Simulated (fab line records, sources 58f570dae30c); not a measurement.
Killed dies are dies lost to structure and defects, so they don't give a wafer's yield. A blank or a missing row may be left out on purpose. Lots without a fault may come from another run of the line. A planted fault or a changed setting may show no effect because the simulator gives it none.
A sampling plan put to the test | flow berkeley_cmos170 | one fab line, 9 faults that these records tell of, each judged on the records of the lots that it struck
The plan is the line's own looks: the steps of the route at which a gauge or an inspection reads the wafer and doesn't change it. A look can be judged if struck wafers have a number there and the file gives its usual mean and standard deviation on fault-free wafers. Caught: at a look after the fault's first step, the mean of the struck wafers lies 4 or more of those standard deviations (sigma) from the usual mean. On the tool: the same test on the tool's own readings at the fault's steps. Another recipe on the struck wafers, or a record that is blank for them alone, also counts as caught.

THE FAULTS, as the simulator had put them in
1. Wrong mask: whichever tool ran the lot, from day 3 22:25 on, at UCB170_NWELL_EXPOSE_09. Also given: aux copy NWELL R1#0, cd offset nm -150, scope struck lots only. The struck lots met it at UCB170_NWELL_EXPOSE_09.
2. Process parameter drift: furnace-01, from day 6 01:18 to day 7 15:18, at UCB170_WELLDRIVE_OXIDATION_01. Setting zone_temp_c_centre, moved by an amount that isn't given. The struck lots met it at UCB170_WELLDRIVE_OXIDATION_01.
3. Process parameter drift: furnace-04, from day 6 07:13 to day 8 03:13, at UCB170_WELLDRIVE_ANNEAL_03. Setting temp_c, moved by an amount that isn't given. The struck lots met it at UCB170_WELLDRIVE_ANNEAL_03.
4. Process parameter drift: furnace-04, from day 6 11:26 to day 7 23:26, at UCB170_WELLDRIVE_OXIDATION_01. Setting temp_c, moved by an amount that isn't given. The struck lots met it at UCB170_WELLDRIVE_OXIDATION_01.
5. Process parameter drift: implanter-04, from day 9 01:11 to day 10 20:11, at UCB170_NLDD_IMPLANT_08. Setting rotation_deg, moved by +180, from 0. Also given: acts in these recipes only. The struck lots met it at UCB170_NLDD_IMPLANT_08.
6. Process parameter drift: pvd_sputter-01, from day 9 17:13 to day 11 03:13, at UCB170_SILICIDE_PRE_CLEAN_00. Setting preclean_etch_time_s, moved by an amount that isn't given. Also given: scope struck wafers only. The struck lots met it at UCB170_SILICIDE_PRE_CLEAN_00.
7. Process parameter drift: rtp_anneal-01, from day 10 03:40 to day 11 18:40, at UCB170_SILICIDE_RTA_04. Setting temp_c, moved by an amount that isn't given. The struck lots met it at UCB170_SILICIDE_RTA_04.
8. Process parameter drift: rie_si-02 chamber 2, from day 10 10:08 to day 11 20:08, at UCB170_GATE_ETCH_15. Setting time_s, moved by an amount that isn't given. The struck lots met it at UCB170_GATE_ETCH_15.
9. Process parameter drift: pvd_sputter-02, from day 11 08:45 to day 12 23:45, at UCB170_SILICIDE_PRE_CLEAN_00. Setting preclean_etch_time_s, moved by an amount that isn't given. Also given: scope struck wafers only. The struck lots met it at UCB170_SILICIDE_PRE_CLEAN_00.

WHAT THE PLAN SAW
fault | on the tool itself               | first look that catches it                      | reading, sigma | median hours from its first step to that look | hours from the fault's start to the first struck lot there | judged looks passed uncaught
1     | no reading that can be judged    | no look after it can be judged                  | -              | -                                             | -                                                          | 0
2     | spike_tc_centre_C +24 sigma      | not the one look that can be judged after it    | -              | -                                             | -                                                          | 1
3     | spike_tc_centre_C -33 sigma      | none of the 2 looks that can be judged after it | -              | -                                             | -                                                          | 2
4     | tube_center_temp_C +65 sigma     | not the one look that can be judged after it    | -              | -                                             | -                                                          | 1
5     | rotation_deg +99 or beyond sigma | no look after it can be judged                  | -              | -                                             | -                                                          | 0
6     | no reading that can be judged    | none of the 2 looks that can be judged after it | -              | -                                             | -                                                          | 2
7     | wafer_temp_C_max -64 sigma       | no look after it can be judged                  | -              | -                                             | -                                                          | 0
8     | run_length_s +36 sigma           | not the one look that can be judged after it    | -              | -                                             | -                                                          | 1
9     | no reading that can be judged    | not the one look that can be judged after it    | -              | -                                             | -                                                          | 1
A dash: the fault isn't caught, or these records don't give the number.

Caught at a look: 0 of 9. Caught on the tool: 6 of 9. By one or the other: 6 of 9.
Caught on the tool alone: faults 2, 3, 4, 5, 7, 8.
Caught by neither: faults 1, 6, 9.
